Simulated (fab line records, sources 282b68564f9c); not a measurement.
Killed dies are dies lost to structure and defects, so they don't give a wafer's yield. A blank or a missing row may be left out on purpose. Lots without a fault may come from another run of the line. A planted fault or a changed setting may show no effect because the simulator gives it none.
fab line records | flow rit_cmos | part 2 of 2: steps 35 to 47 of 47
record lots=5 wafers=15 last_day=7
route steps=202 shown ACTIVE@16 FOX1@20 FOX2@23 NWELL@28 PWELL@39 WELLDRIVE@50 NRETRO@53
lots that met no fault: from a run of the same line without faults
start_h: hours from the record's first day to the start of the lot's first wafer shown | wait_h: hours since the lot's step before | " the same as in the row above | L1.1+2: a row that stands for several wafers | - no value, or no start given | * or withheld: withheld | < > ~ a bound
route shown NAME@n: a module of which the file shows steps, and the number in the route of the first | usual: mean/standard deviation of fault-free wafers | same: alike in all rows | chamber/n: place in a boat | sites: the reading at each site | _std_site: their standard deviation | _edge_site: outer sites' mean less inner sites' | radius_mm: how far each site lies from the wafer's centre | mask NAME#n: copy n | behind: the tool/chamber that last shaped the wafer | hold: why the lot was held/for how many hours/how that ended | device: the transistor (n, p or np) that didn't switch | end of line: the same wafers' tests at the end of the route | a step without rows: its recipe alone | killed: dies lost to structure and defects at the first sort, not the wafer's yield | map: a wafer's dies, x killed, . not, _ none there
set.NAME: the setting as run; set.NAME@STEP: as run at that earlier step | model.NAME: the simulator's own value behind a step, which no gauge read
lots at some steps of the route; a table a step, a row a wafer
services: from which hour (start_h, from the record's first day; less than 0 if before it) a tool's chamber was out of use, for how many hours, and why
## steps
# step RIT_WELLDRIVE_ANNEAL_00
# recipe temp_c=1100 time_s=14700 ambient=N2
# columns lot.wafer tool chamber start_h wait_h
L076.2+3+6 furnace-01 0 33.34 0.0
L083.3+4+6 furnace-02 0 68.99 0.0
L087.1+3+5 furnace-02 0 88.45 0.9
L094.1+2+5 furnace-02 0 125.65 0.6
L096.3+4+5 furnace-02 0 134.90 0.8
# step RIT_WELLDRIVE_RS_MEAS_01
# recipe thk_meas_gauge=four-point-probe
# usual NWELL_RS=275.5/0.75
# columns lot.wafer tool chamber start_h wait_h NWELL_RS[ohm/sq]
L076.2 film_metro-04 - 38.45 0.0 276.2
L076.3 " - " " 276.3
L076.6 " - " " 276.6
L083.3 film_metro-04 - 74.12 0.0 274.8
L083.4 " - " " 274.4
L083.6 " - " " 275.1
L087.1 film_metro-02 - 93.53 0.0 275.7
L087.3 " - " " 276.0
L087.5 " - " " 275.2
L094.1 film_metro-03 - 130.73 0.0 276.0
L094.2 " - " " 276.5
L094.5 " - " " 276.7
L096.3 film_metro-04 - 140.02 0.0 275.1
L096.4 " - " " 275.5
L096.5 " - " " 275.2
# step RIT_WELLDRIVE_RS_MEAS_02
# recipe thk_meas_gauge=four-point-probe
# usual PWELL_RS=429.5/1.2
# columns lot.wafer tool chamber start_h wait_h PWELL_RS[ohm/sq]
L076.2 film_metro-04 - 38.57 0.1 428.2
L076.3 " - " " 429.7
L076.6 " - " " 428.7
L083.3 film_metro-04 - 74.24 0.1 429.0
L083.4 " - " " 427.7
L083.6 " - " " 428.1
L087.1 film_metro-02 - 93.65 0.1 431.1
L087.3 " - " " 430.2
L087.5 " - " " 429.9
L094.1 film_metro-03 - 130.85 0.1 427.0
L094.2 " - " " 428.5
L094.5 " - " " 427.2
L096.3 film_metro-04 - 140.14 0.1 430.7
L096.4 " - " " 430.8
L096.5 " - " " 429.8
# step RIT_NRETRO_HMDS_00
# recipe prime_time_s=60 prime_temp_c=140
# columns lot.wafer tool chamber start_h wait_h
L076.2+3+6 litho_track-02 0 38.69 0.1
L083.3+4+6 litho_track-02 0 74.37 0.1
L087.1+3+5 litho_track-01 0 93.77 0.1
L094.1+2+5 litho_track-01 0 130.97 0.1
L096.3+4+5 litho_track-04 0 140.27 0.1
# step RIT_NRETRO_COAT_01
# recipe resist=NOVOLAK spin_rpm=2000 resist_thk_nm=1300
# columns lot.wafer tool chamber start_h wait_h
L076.2+3+6 litho_track-02 0 38.84 0.1
L083.3+4+6 litho_track-02 0 74.52 0.1
L087.1+3+5 litho_track-01 0 93.92 0.1
L094.1+2+5 litho_track-01 0 131.12 0.1
L096.3+4+5 litho_track-04 0 140.42 0.1
# step RIT_NRETRO_SOFTBAKE_02
# recipe resist=NOVOLAK temp_c=90 time_s=60
# columns lot.wafer tool chamber start_h wait_h
L076.2+3+6 litho_track-02 0 38.99 0.1
L083.3+4+6 litho_track-02 0 74.67 0.1
L087.1+3+5 litho_track-01 0 94.07 0.1
L094.1+2+5 litho_track-01 0 131.27 0.1
L096.3+4+5 litho_track-04 0 140.57 0.1
# step RIT_NRETRO_EXPOSE_03
# recipe mask_id=M4 na=0.57 target_cd_nm=43900 dose_mj=250
# usual focus_offset_nm=-0.1/0.57
# columns lot.wafer tool chamber start_h wait_h mask focus_offset_nm
L076.2 iline_stepper-01 0 39.30 0.3 M4#0 0.6
L076.3 " 0 " " M4#0 0.4
L076.6 " 0 " " M4#0 0.0
L083.3 iline_stepper-01 0 74.81 0.1 M4#0 -0.4
L083.4 " 0 " " M4#0 0.0
L083.6 " 0 " " M4#0 0.7
L087.1 iline_stepper-02 0 94.35 0.2 M4#0 -0.3
L087.3 " 0 " " M4#0 0.2
L087.5 " 0 " " M4#0 -0.7
L094.1 iline_stepper-02 0 131.42 0.1 M4#0 -0.9
L094.2 " 0 " " M4#0 -0.7
L094.5 " 0 " " M4#0 -1.2
L096.3 iline_stepper-01 0 140.71 0.1 M4#0 0.2
L096.4 " 0 " " M4#0 0.4
L096.5 " 0 " " M4#0 -0.3
# step RIT_NRETRO_PEB_04
# recipe resist=NOVOLAK temp_c=withheld time_s=withheld
# columns lot.wafer tool chamber start_h wait_h
L076.2+3+6 litho_track-01 0 39.42 0.1
L083.3+4+6 litho_track-02 0 74.93 0.1
L087.1+3+5 litho_track-01 0 94.47 0.1
L094.1+2+5 litho_track-04 0 131.74 0.3
L096.3+4+5 litho_track-01 0 140.84 0.1
# step RIT_NRETRO_DEVELOP_05
# recipe resist=NOVOLAK develop_time_s=68 dev_temp_c=23
# columns lot.wafer tool chamber start_h wait_h
L076.2+3+6 litho_track-01 0 - -
L083.3+4+6 litho_track-02 0 - -
L087.1+3+5 litho_track-01 0 - -
L094.1+2+5 litho_track-04 0 - -
L096.3+4+5 litho_track-01 0 - -
# step RIT_NRETRO_OVL_MEAS_06
# usual NRETRO_OVL=1.4/1.5
# columns lot.wafer tool chamber start_h wait_h NRETRO_OVL[nm]
L076.2 overlay-01 - 39.72 - 1.6
L076.3 " - " " 3.1
L076.6 " - " " 2.9
L083.3 overlay-01 - 75.21 - 1.5
L083.4 " - " " -0.4
L083.6 " - " " 1.2
L087.1 overlay-01 - 94.78 - 2.7
L087.3 " - " " 1.5
L087.5 " - " " 1.2
L094.1 overlay-02 - 132.05 - 0.9
L094.2 " - " " 0.4
L094.5 " - " " 1.8
L096.3 overlay-02 - 141.12 - 1.2
L096.4 " - " " 2.4
L096.5 " - " " 3.3
# step RIT_NRETRO_HARDBAKE_07
# recipe resist=NOVOLAK temp_c=140 time_s=120
# columns lot.wafer tool chamber start_h wait_h
L076.2+3+6 litho_track-01 0 39.79 0.1
L083.3+4+6 litho_track-02 0 75.32 0.1
L087.1+3+5 litho_track-02 0 94.81 0.0
L094.1+2+5 litho_track-04 0 132.09 0.0
L096.3+4+5 litho_track-02 0 141.22 0.1
# step RIT_NRETRO_IMPLANT_08
# recipe species=P energy_kev=70 dose_cm2=1e+13 tilt_deg=6.903
# usual dose_ions_cm2=1e+13/1e+10
# columns lot.wafer tool chamber start_h wait_h dose_ions_cm2
L076.2 implanter-01 0 40.02 0.2 1.0005e+13
L076.3 " 0 " " 9.998e+12
L076.6 " 0 " " 9.984e+12
L083.3 implanter-04 0 75.53 0.2 1.0007e+13
L083.4 " 0 " " 1.0011e+13
L083.6 " 0 " " 9.998e+12
L087.1 implanter-03 0 95.06 0.2 1.0008e+13
L087.3 " 0 " " 9.997e+12
L087.5 " 0 " " 9.992e+12
L094.1 implanter-01 0 132.34 0.2 9.984e+12
L094.2 " 0 " " 1.0014e+13
L094.5 " 0 " " 1.0006e+13
L096.3 implanter-01 0 141.44 0.2 9.992e+12
L096.4 " 0 " " 1.0012e+13
L096.5 " 0 " " 1e+13
# step RIT_NRETRO_STRIP_09
# recipe chemistry=O2 time_s=180 resist=NOVOLAK platen_temp_c=withheld power_w=500 pressure_mtorr=4000 o2_flow_sccm=4000
# usual drypump_motor_current_A=5.42/0.28
# columns lot.wafer tool chamber start_h wait_h drypump_motor_current_A rf_hours_counter_h
L076.2 plasma_asher-03 0 40.15 0.1 5.93 39
L076.3 " 1 " " 5.39 -
L076.6 " 0 " " 5.91 -
L083.3 plasma_asher-02 0 75.69 0.1 4.99 -
L083.4 " 1 " " 5.68 -
L083.6 " 1 " " 5.69 -
L087.1 plasma_asher-04 0 95.21 0.1 5.41 30
L087.3 " 0 " " 5.40 -
L087.5 " 0 " " 5.42 -
L094.1 plasma_asher-04 1 132.49 0.1 5.29 34
L094.2 " 0 " " 5.40 34
L094.5 " 0 " " 5.38 -
L096.3 plasma_asher-02 1 141.60 0.1 5.64 -
L096.4 " 0 " " 5.00 -
L096.5 " 0 " " 5.01 -
## services
# columns tool chamber start_h hours kind
plasma_asher-02 - 4.08 1.6 repair
iline_stepper-02 - 7.00 1.7 pm
implanter-02 - 24.46 19.6 repair
plasma_asher-04 - 30.46 1.8 repair
furnace-01 - 38.43 3.4 pm
implanter-02 - 44.18 7.1 repair
implanter-01 - 51.37 0.6 repair
wet_bench-03 - 52.86 0.9 repair
plasma_asher-04 - 59.66 0.8 repair
implanter-03 - 72.95 3.6 repair
implanter-04 - 77.54 1.0 repair
plasma_asher-01 - 77.77 2.8 pm
implanter-04 - 81.70 2.8 repair
implanter-02 - 89.40 6.8 repair
implanter-02 - 94.09 1.1 repair
iline_stepper-02 - 96.81 14.0 repair
plasma_asher-02 - 105.46 2.7 repair
plasma_asher-01 - 108.75 9.0 pm
plasma_asher-01 0 108.75 9.0 vent_cycle
plasma_asher-01 1 108.75 9.0 vent_cycle
iline_stepper-01 - 110.81 1.7 pm
furnace-01 - 119.41 23.6 repair
implanter-02 - 134.38 5.2 pm
implanter-03 - 135.18 6.8 repair
